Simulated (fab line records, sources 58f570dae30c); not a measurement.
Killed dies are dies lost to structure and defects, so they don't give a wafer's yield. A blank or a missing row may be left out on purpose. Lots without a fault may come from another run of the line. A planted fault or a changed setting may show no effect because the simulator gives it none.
Chamber matching | flow berkeley_cmos170 | UCB170_V2_ETCH_14 on rie_diel-03: 4 sister chambers
The step etches SiO2 in CHF3/CF4/Ar, stops on Al, target depth 1250 nm, time 291 s. 14 wafers are shown with their chamber, then 7 later ones without.

WAFERS WITH THEIR CHAMBER
wafer  | chamber | drypump_motor_current_A (A) | throttle_valve_pct (%) | oes_product_au (a.u.)
L206.3 | 1       | 6.4                         | 6.85                   | 0.873
L206.4 | 0       | 5.4                         | 6.86                   | 0.879
L206.6 | 1       | 6.5                         | 6.84                   | 0.865
L208.2 | 0       | 5.4                         | 6.90                   | 0.875
L208.5 | 0       | 5.4                         | 6.88                   | 0.877
L208.6 | 1       | 6.5                         | 6.84                   | 0.878
L213.2 | 3       | 6.3                         | 6.94                   | 0.863
L213.3 | 2       | 5.7                         | 6.78                   | 0.865
L213.5 | 2       | 5.6                         | 6.79                   | 0.871
L215.1 | 2       | 5.6                         | 6.78                   | 0.869
L215.2 | 3       | 6.3                         | 6.96                   | 0.871
L215.3 | 0       | 5.4                         | 6.90                   | 0.872
L217.3 | 0       | 5.4                         | 6.88                   | 0.882
L217.5 | 1       | 6.4                         | 6.85                   | 0.867

SIGNATURES (means of the wafers above)
reading                 | chamber 0 | chamber 1 | chamber 2 | chamber 3 | scatter within a chamber
drypump_motor_current_A | 5.400     | 6.450     | 5.633     | 6.300     | 0.0408
throttle_valve_pct      | 6.8840    | 6.8450    | 6.7833    | 6.9500    | 0.0122
oes_product_au          | 0.87700   | 0.87075   | 0.86833   | 0.86700   | 0.00462
Rule: a wafer's distance from a chamber is the root of the sum, over the readings, of the square of ((its reading less the chamber's mean) divided by the reading's scatter). The wafer belongs to the nearest chamber; if the next one is less than 2 further off, it can't be placed. The scatter: the root of (the sum of the squares of (reading less its chamber's mean) over the shown wafers, divided by (wafers less chambers)).

WAFERS WITHOUT THEIR CHAMBER
wafer  | drypump_motor_current_A (A) | throttle_valve_pct (%) | oes_product_au (a.u.)
L217.6 | 5.4                         | 6.86                   | 0.883
L225.1 | 6.3                         | 6.94                   | 0.862
L225.3 | 5.6                         | 6.75                   | 0.869
L225.4 | 6.4                         | 6.84                   | 0.866
L229.2 | 6.4                         | 6.85                   | 0.877
L229.4 | 5.4                         | 6.88                   | 0.857
L229.6 | 6.3                         | 6.94                   | 0.864

WHICH CHAMBER EACH WENT THROUGH
wafer  | from the rows above | in truth
L217.6 | 0                   | 0
L225.1 | 3                   | 3
L225.3 | 2                   | 2
L225.4 | 1                   | 1
L229.2 | 1                   | 1
L229.4 | 0                   | 0
L229.6 | 3                   | 3
Placed correctly: 7 of 7. Can't be placed from these rows: 0. Placed wrongly: 0.
